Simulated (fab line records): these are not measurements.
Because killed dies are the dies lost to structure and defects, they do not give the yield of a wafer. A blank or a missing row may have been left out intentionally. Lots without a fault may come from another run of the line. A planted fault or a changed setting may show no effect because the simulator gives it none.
Problem report, 8D (eight disciplines) form, completed by code + flow berkeleyCmos170 + the parts of the form that need people (team, actions taken, sign-off) are left out

1. WHAT IS WRONG
tubeCenterTempC at UCB170_SACOX_OXIDATION_01 reads a mean of 906.34 C on 6 wafers of 2 lots; wafers without a fault read 900.01 C with a standard deviation of 0.085. That puts it +75 standard deviations away from the usual mean.
The step: target thk 14.4 nm, ox time 2400 s.
First observed at day 8 13:12: wafer L780.1, on furnace-04. The record has a number at this step for 42 wafers belonging to 14 lots. Rule for "out" (also "out of limits"): further than 4 standard deviations from the usual mean. The rest of the wafers with a number are treated as sound.

2. WHAT IT IS; WHAT IT IS NOT
| question                    | is                                                      | is not                                                                 |
|-----------------------------|---------------------------------------------------------|------------------------------------------------------------------------|
| which readings at this step | tubeCenterTempC, spikeTcCentreC, tube_center_temp_C_max | zonePowerCentrePct, zonePowerSourcePct                                 |
| which lots                  | L780, L781                                              | L765, L766, L768, L771, L772, L773, L774, L775, L776, L777, L779, L782 |
| which wafers of those lots  | all that have a number                                  | -                                                                      |
| read on which tools         | furnace-04                                              | furnace-02, furnace-03                                                 |
| when                        | from day 8 13:12                                        | up to then (33 sound wafers); but 3 sound wafers of L782 came after    |

3. WHAT RULES OUT EACH SUSPECT
Counting: a tool at a process step up to the reading stays a suspect if it ran every lot that is out and no sound lot after the first of them.
- furnace-04 at UCB170_SACOX_OXIDATION_01 (target thk 14.4 nm, ox time 2400 s): kept. It ran every lot that is out, first L780 (day 8 13:12), and no sound lot after that; its last sound lot up to then is L779 (day 8 03:31). On those wafers its own readings are out: spikeTcCentreC, tubeCenterTempC, tube_center_temp_C_max.
Remaining after the count: furnace-04 at UCB170_SACOX_OXIDATION_01.

4. THE CAUSE (what the simulator had put in)
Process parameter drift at UCB170_SACOX_OXIDATION_01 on furnace-04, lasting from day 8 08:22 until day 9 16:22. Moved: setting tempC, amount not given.
This tool alone remained once counting was done.

5. THE EFFECT CHAIN, in route order
One row per reading whose mean, taken over the struck wafers that have a number, lies over 3 standard deviations from the usual. Only readings for which the record gives a usual standard deviation are gone through. hours: the time from each lot's start at the first step in this table that gives one to its start at this step, as a median over the lots. sigmas: the change in usual standard deviations.
| hours | step                      | reading                | usual    | on struck wafers | change | sigmas |
|-------|---------------------------|------------------------|----------|------------------|--------|--------|
| 0     | UCB170_SACOX_OXIDATION_01 | spikeTcCentreC         | 902.0 C  | 907.7            | +5.7   | +5.7   |
| 0     | UCB170_SACOX_OXIDATION_01 | spikeTcLoadC           | 923.6 C  | 930.9            | +7.3   | +4.9   |
| 0     | UCB170_SACOX_OXIDATION_01 | spikeTcSourceC         | 924.6 C  | 933.5            | +8.9   | +3.4   |
| 0     | UCB170_SACOX_OXIDATION_01 | tubeCenterTempC        | 900.01 C | 906.34           | +6.33  | +75    |
| 0     | UCB170_SACOX_OXIDATION_01 | tube_center_temp_C_max | 902.4    | 908.7            | +6.3   | +16    |
Its process steps:
- UCB170_SACOX_OXIDATION_01: target thk 14.4 nm, ox time 2400 s.
Later measuring or inspecting steps at which every struck wafer that the step has a row for has a number for every such reading, and none has moved that far: UCB170_GATE_THK_MEAS_05, UCB170_SPACER_THK_MEAS_01, UCB170_V2_CD_MEAS_90.

6. WHAT WOULD HAVE CAUGHT IT SOONER
The fault began at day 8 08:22; the first out-of-limits reading in this record came at day 8 13:12, 5 hours later.
